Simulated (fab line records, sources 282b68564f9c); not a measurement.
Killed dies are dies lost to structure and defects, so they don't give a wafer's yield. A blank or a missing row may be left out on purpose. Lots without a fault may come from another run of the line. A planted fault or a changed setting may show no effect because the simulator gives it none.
Which tool did it? | flow rit_cmos | 14 lots, 42 wafers sampled, at 2 steps of a route of 202

WHAT THE GAUGES READ, wafer by wafer
RIT_GATE_OVL_MEAS_17.
lot  | measured    | on         | GATE_OVL (nm)
L401 | day 2 14:14 | overlay-01 | 1.5 0.6 -0.5
L402 | day 3 00:24 | overlay-01 | 0.3 0.6 0.9
L403 | day 3 02:23 | overlay-02 | -2.6 -0.4 -2.2
L404 | day 3 06:31 | overlay-02 | 1.2 1.0 0.3
L405 | day 3 12:31 | overlay-01 | 0.1 1.0 1.1
L406 | day 3 18:40 | overlay-01 | -1.2 0.2 -2.9
L408 | day 4 01:53 | overlay-02 | 0.3 -1.2 -0.2
L409 | day 4 08:26 | overlay-01 | 0.3 1.7 1.1
L410 | day 4 16:49 | overlay-01 | 1.0 -1.0 -1.6
L415 | day 5 16:50 | overlay-02 | 1.1 1.0 1.1
L418 | day 6 20:46 | overlay-01 | -149.5 -149.8 -149.1 -149.5 -149.2 -149.5
L419 | day 7 02:14 | overlay-02 | -151.4 -151.2 -151.1 -151.3 -150.9 -151.4
L422 | day 7 17:23 | overlay-02 | 0.8 -1.1 0.2
L424 | day 8 03:46 | overlay-02 | 1.0 -0.9 -0.1

WHICH TOOL RAN EACH LOT (tool, then ch and the chambers of the sampled wafers, then the start)
lot  | RIT_GATE_EXPOSE_13
L401 | iline_stepper-02 ch 0, day 2 13:43
L402 | iline_stepper-01 ch 0, day 2 23:55
L403 | iline_stepper-01 ch 0, day 3 01:52
L404 | iline_stepper-02 ch 0, day 3 06:01
L405 | iline_stepper-02 ch 0, day 3 11:59
L406 | iline_stepper-02 ch 0, day 3 18:04
L408 | iline_stepper-01 ch 0, day 4 01:22
L409 | iline_stepper-01 ch 0, day 4 07:56
L410 | iline_stepper-02 ch 0, day 4 16:07
L415 | iline_stepper-02 ch 0, day 5 16:19
L418 | iline_stepper-01 ch 0, day 6 20:16
L419 | iline_stepper-01 ch 0, day 7 01:43
L422 | iline_stepper-02 ch 0, day 7 16:46
L424 | iline_stepper-02 ch 0, day 8 02:59
- RIT_GATE_EXPOSE_13: exposes mask M6, target cd 150 nm.

WHAT THE TOOLS THEMSELVES READ (means of the sampled wafers that have a number; where no wafer has one, the mark that the record gives instead)
RIT_GATE_EXPOSE_13.
lot  | tool             | stage_vel_mm_s (mm/s)
L401 | iline_stepper-02 | 500.15
L402 | iline_stepper-01 | 500.11
L403 | iline_stepper-01 | 500.02
L404 | iline_stepper-02 | 500.14
L405 | iline_stepper-02 | 500.06
L406 | iline_stepper-02 | 499.96
L408 | iline_stepper-01 | 500.34
L409 | iline_stepper-01 | 500.23
L410 | iline_stepper-02 | 499.97
L415 | iline_stepper-02 | 500.01
L418 | iline_stepper-01 | 500.23
L419 | iline_stepper-01 | 499.92
L422 | iline_stepper-02 | 500.11
L424 | iline_stepper-02 | 499.58

THE ANSWER, worked out from the rows above alone
Rule: what is usual is taken from the lots themselves. Put in order of their means at a reading, lots are off if they are a third of the lots or fewer, leave a main group of 4 or more, and stand apart from it by a gap of 3 or more times the standard deviation of the main group's means; of several such gaps the widest counts. A main group whose means are all the same, to the digits that the tables above print for the reading, isn't used. A lot without any number at a reading at which 4 lots or more have one is off too. The other lots that the step has rows for count as sound. The gauges are gone through in route order, then the tools' own readings, and for those a lot's mean is taken as printed above. The first step at which some lot is off is used, and at that step the reading that is off furthest; a lot without a number counts as furthest.
Off: L418, L419, at RIT_GATE_OVL_MEAS_17 (GATE_OVL). The main group: mean 0.1 nm, standard deviation 0.87.
A tool fits if, at a process step before that reading, it ran every lot that is off, and no sound lot after the first of them. The gauges at RIT_GATE_OVL_MEAS_17 are tried like those tools. One fits: iline_stepper-01 at RIT_GATE_EXPOSE_13. Its last sound lot is L409 (day 4 07:56), its first lot that is off L418 (day 6 20:16): a fault that began between those two fits.

WHAT THE SIMULATOR HAD PUT IN
Scanner matching overlay: iline_stepper-01, from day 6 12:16 on, at RIT_GATE_EXPOSE_13. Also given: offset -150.
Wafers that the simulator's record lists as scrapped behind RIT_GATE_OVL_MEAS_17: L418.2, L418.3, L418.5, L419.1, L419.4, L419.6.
Lots struck among those shown: L418, L419. The rule above found the same.
